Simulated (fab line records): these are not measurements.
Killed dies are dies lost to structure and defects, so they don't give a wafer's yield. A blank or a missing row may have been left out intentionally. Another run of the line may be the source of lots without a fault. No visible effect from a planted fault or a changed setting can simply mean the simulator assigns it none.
Chamber matching    flow berkeley cmos170    UCB170_GATE_ETCH_15 on rie si-01 has 4 sister chambers
The step etches poly-Si in HBr/Cl2, stops on SiO2, time 56.3 s, target depth 278.2 nm. 4 wafers are shown with their chamber, then 7 later ones without.

## WAFERS PAIRED WITH THEIR CHAMBERS
wafer   chamber  throttle valve pct (%)
L670.2  1        26.32
L682.5  2        26.41
L684.1  0        26.71
L684.3  3        26.53

## WAFERS WITHOUT THEIR CHAMBER
wafer   throttle valve pct (%)
L684.5  26.42
L687.1  26.42
L687.3  26.54
L687.5  26.72
L688.1  26.75
L688.4  26.51
L688.5  26.51

## WHICH CHAMBER EACH ONE RAN IN
wafer    from the rows above   in truth
L684.5   2                     2
L687.1   2                     2
L687.3   3                     3
L687.5   0                     0
L688.1   0                     0
L688.4   3                     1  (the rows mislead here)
L688.5   3                     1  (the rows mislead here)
Correctly placed: 5 of 7. Can't be placed from these rows: 0. Number placed wrongly: 2.
How it was worked out, from the rows above alone: a wafer's distance from a chamber is the root of the sum, over the readings, of the square of ((its reading less the chamber's mean) divided by the reading's scatter). If the next closest chamber is less than 2 further off than the closest, the wafer can't be placed; otherwise it belongs to the closest. The mean given for a chamber averages the wafers shown for that chamber. The scatter: root of mean squared gap, hidden wafer to nearest shown wafer, with one shown wafer a chamber.
